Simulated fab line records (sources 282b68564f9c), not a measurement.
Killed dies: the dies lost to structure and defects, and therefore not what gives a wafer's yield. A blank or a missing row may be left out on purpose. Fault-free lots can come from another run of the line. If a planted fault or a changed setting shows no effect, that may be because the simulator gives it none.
Commonality check across tools + flow rit_cmos + 39 wafers sampled across 11 lots

## THE REASON FOR OPENING IT
Of 11 lots, 2 have the reading PWELL_TW flagged at RIT_PWELL_TW_MEAS_10. No-fault wafers: 946, standard deviation 4.6.
Rule: a lot is flagged when every wafer of it that has a number lies more than 4 standard deviations from that mean, or none has a number. All remaining lots are regarded as sound.

| lot  | measured    | on            | PWELL_TW, wafer by wafer | flag    |
|------|-------------|---------------|--------------------------|---------|
| L774 | day 1 23:29 | film_metro-01 | 943 944 939              |         |
| L775 | day 2 07:53 | film_metro-01 | 947 939 947              |         |
| L776 | day 2 09:11 | film_metro-01 | 943 945 943              |         |
| L777 | day 2 13:58 | film_metro-01 | 949 941 946              |         |
| L778 | day 2 22:04 | film_metro-01 | 949 948 946              |         |
| L780 | day 3 04:47 | film_metro-01 | 948 945 943              |         |
| L782 | day 3 14:42 | film_metro-01 | 858 861 858 856 855 860  | FLAGGED |
| L783 | day 4 00:45 | film_metro-01 | 861 866 861 858 857 862  | FLAGGED |
| L793 | day 5 22:01 | film_metro-01 | 946 943 944              |         |
| L794 | day 6 02:39 | film_metro-01 | 953 950 954              |         |
| L795 | day 6 09:03 | film_metro-04 | 946 947 951              |         |
Average over the flagged lots: 859; offset from the usual -87, equal to -19 standard deviations.

## EACH LOT AND THE TOOL IT RAN ON
The record keeps 1 process step preceding the reading, out of 202 steps on the route. In each cell: the tool, then ch and the chambers that the sampled wafers went through, then the start.
| lot  | flag    | RIT_PWELL_IMPLANT_08           |
|------|---------|--------------------------------|
| L774 |         | implanter-01 ch 0, day 1 23:11 |
| L775 |         | implanter-01 ch 0, day 2 07:36 |
| L776 |         | implanter-04 ch 0, day 2 08:52 |
| L777 |         | implanter-01 ch 0, day 2 13:38 |
| L778 |         | implanter-02 ch 0, day 2 21:44 |
| L780 |         | implanter-02 ch 0, day 3 04:29 |
| L782 | FLAGGED | implanter-04 ch 0, day 3 14:23 |
| L783 | FLAGGED | implanter-04 ch 0, day 4 00:26 |
| L793 |         | implanter-02 ch 0, day 5 21:42 |
| L794 |         | implanter-01 ch 0, day 6 02:20 |
| L795 |         | implanter-02 ch 0, day 6 08:44 |
What the steps here do:
- RIT_PWELL_IMPLANT_08
- RIT_PWELL_TW_MEAS_10

## FLAGGED OVER TOTAL, TOOL BY TOOL (the gauges that took the reading come last)
| step                 | tool          | lots run | flagged | share of the flagged lots | sound lots run after its first flagged lot |
|----------------------|---------------|----------|---------|---------------------------|--------------------------------------------|
| RIT_PWELL_IMPLANT_08 | implanter-01  | 4        | 0       | none                      | -                                          |
| RIT_PWELL_IMPLANT_08 | implanter-02  | 4        | 0       | none                      | -                                          |
| RIT_PWELL_IMPLANT_08 | implanter-04  | 3        | 2       | all                       | 0                                          |
| RIT_PWELL_TW_MEAS_10 | film_metro-01 | 10       | 2       | all                       | 2 (L793,L794)                              |
| RIT_PWELL_TW_MEAS_10 | film_metro-04 | 1        | 0       | none                      | -                                          |

## WHAT THE TABLE PERMITS
implanter-04 at RIT_PWELL_IMPLANT_08 and film_metro-01 at RIT_PWELL_TW_MEAS_10 are the 2 rows of the table that ran each flagged lot.
- implanter-04 at RIT_PWELL_IMPLANT_08: 2 of its 3 lots flagged. A fault beginning between L776 (day 2 08:52), its last sound lot, and L782 (day 3 14:23), its first flagged one, fits the data. Its own readings (dose_ions_cm2, faraday_current_uA) fall more than 4 standard deviations out on all wafers of the flagged lots.
- film_metro-01 at RIT_PWELL_TW_MEAS_10: 2 of its 10 lots flagged. Sound lots ran on it after the first flagged one (L793, L794), which a lasting fault on the whole tool wouldn't allow.
One tool is left: implanter-04 at RIT_PWELL_IMPLANT_08.

## WHAT THE SIMULATOR PUT IN
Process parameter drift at RIT_PWELL_IMPLANT_08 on implanter-04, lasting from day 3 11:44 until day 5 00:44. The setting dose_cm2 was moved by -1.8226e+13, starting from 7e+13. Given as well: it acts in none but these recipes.
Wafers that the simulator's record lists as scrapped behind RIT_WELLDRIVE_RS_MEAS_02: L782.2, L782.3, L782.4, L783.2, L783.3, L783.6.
Struck lots among those shown: L782, L783. The rule given above showed the same thing.
